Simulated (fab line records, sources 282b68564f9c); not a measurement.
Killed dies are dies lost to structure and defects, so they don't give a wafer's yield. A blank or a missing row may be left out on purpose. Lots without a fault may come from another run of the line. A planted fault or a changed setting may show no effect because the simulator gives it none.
Split-lot experiment | flow rit_cmos | 5 lots, 27 wafers read, on a route of 202 steps

THE SPLIT
At RIT_M1_METAL_ETCH_12 (etches Al in Cl2/BCl3, stops on SiO2, time 165 s, target depth 600 nm), the setting time_s was moved away from the recipe's 165 s on 9 of the 27 wafers read, by -19.2% to +43.6%. The other wafers ran this setting at the recipe's value.

FROM THE SPLIT TO THE READING: what the file shows between them, 2 steps
- RIT_M1_STRIP_13: strips in nmp, time 600 s
- RIT_M1_STRIP_14: strips in O2, time 180 s

THE READING
cd_nm, in nm, at RIT_M1_CD_MEAS_90 (target cd 2600 nm). Fault-free wafers of this fab line usually give 2599.8 nm, standard deviation 2.5 nm.

wafer  | tool, chamber at the split | time_s as run, s | against the recipe | cd_nm, nm | against lot-mates on the recipe
L075.1 | rie_metal-01, 0            | 165              | recipe             | 2602.2    | -
L075.3 | rie_metal-01, 0            | 165              | recipe             | 2604.7    | -
L075.4 | rie_metal-01, 1            | 165              | recipe             | 2601.6    | -
L076.1 | rie_metal-02, 0            | 165              | recipe             | 2600.3    | -
L076.2 | rie_metal-02, 1            | 236.9            | +43.6%             | 2588.6    | -11.6
L076.3 | rie_metal-02, 1            | 236.9            | +43.6%             | 2590.4    | -9.8
L076.4 | rie_metal-02, 0            | 165              | recipe             | 2600.0    | -
L076.5 | rie_metal-02, 0            | 236.9            | +43.6%             | 2592.3    | -7.9
L076.6 | rie_metal-02, 1            | 165              | recipe             | 2600.4    | -
L078.1 | rie_metal-01, 0            | 133.4            | -19.2%             | 2609.1    | +4.7
L078.2 | rie_metal-01, 1            | 133.4            | -19.2%             | 2609.6    | +5.2
L078.3 | rie_metal-01, 0            | 165              | recipe             | 2603.1    | -
L078.4 | rie_metal-01, 1            | 165              | recipe             | 2603.6    | -
L078.5 | rie_metal-01, 1            | 165              | recipe             | 2606.5    | -
L078.6 | rie_metal-01, 0            | 133.4            | -19.2%             | 2609.4    | +5.0
L083.1 | rie_metal-03, 0            | 165              | recipe             | 2597.8    | -
L083.2 | rie_metal-03, 1            | 165              | recipe             | 2596.3    | -
L083.3 | rie_metal-03, 1            | 165              | recipe             | 2599.6    | -
L083.4 | rie_metal-03, 0            | 165              | recipe             | 2600.5    | -
L083.5 | rie_metal-03, 0            | 165              | recipe             | 2596.6    | -
L083.6 | rie_metal-03, 1            | 165              | recipe             | 2596.1    | -
L084.1 | rie_metal-01, 1            | 134.1            | -18.7%             | 2605.2    | +4.5
L084.2 | rie_metal-01, 0            | 165              | recipe             | 2599.5    | -
L084.3 | rie_metal-01, 0            | 165              | recipe             | 2602.1    | -
L084.4 | rie_metal-01, 1            | 134.1            | -18.7%             | 2604.1    | +3.4
L084.5 | rie_metal-01, 0            | 165              | recipe             | 2600.4    | -
L084.6 | rie_metal-01, 1            | 134.1            | -18.7%             | 2604.4    | +3.7

THE FIT
A straight line over all 27 wafers: cd_nm changes by -0.263 nm for each +1% of time_s; r = -0.86; the points scatter about the line by 2.8 nm.
The same after taking each lot's own level away (the mean of its wafers on the recipe; 27 wafers): -0.228 nm for each +1%; r = -0.95; scatter 1.3 nm.
On that fit, the largest move of time_s shifts the reading by 9.9 nm.
The lots' own levels span 2597.82 to 2604.40 nm, that is 2.6 times the standard deviation above.
So the lot-to-lot level changes the slope: the two fits differ.
Check: with one of the wafers moved furthest among these (+43.6%) left out of the fit, the line predicts -9.22 nm for it against its lot-mates. It came out at -11.6 nm against them.

OTHER SPLITS ON THESE WAFERS
These wafers also went through other splits before the reading. Each is held against what the fit with the lots' levels taken away leaves over:
other split on the same wafers    | wafers away from the commonest value | r with cd_nm (lot level and that fit taken away)
RIT_ACTIVE_OXIDATION_01 ox_time_s | 12                                   | +0.02
RIT_FOX2_WET_ETCH_03 time_s       | 21                                   | -0.10
RIT_SDANNEAL_RTA_03 time_s        | 12                                   | +0.06

THE WHOLE CHAIN: every reading that the file lists as answering this split, in the file's order
step                 | what it does                                                          | reading                                                                        | change (the file's fit)               | r (the file's)
RIT_M1_METAL_ETCH_12 | etches Al in Cl2/BCl3, stops on SiO2, time 165 s, target depth 600 nm | NOVOLAK_of_M1_COAT_04.thk_nm (the simulator's own value, which no gauge read)  | -3.46 nm for each +1% of the setting  | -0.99
RIT_M1_METAL_ETCH_12 | etches Al in Cl2/BCl3, stops on SiO2, time 165 s, target depth 600 nm | SiO2_of_CONTACT_CVD_00.thk_nm (the simulator's own value, which no gauge read) | -0.518 nm for each +1% of the setting | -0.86
RIT_M1_CD_MEAS_90    | target cd 2600 nm                                                     | cd_nm                                                                          | -0.228 nm for each +1% of the setting | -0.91

THE FILE'S OWN FIT
cd_nm changes by -0.228 nm for each +1% of time_s, r = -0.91.
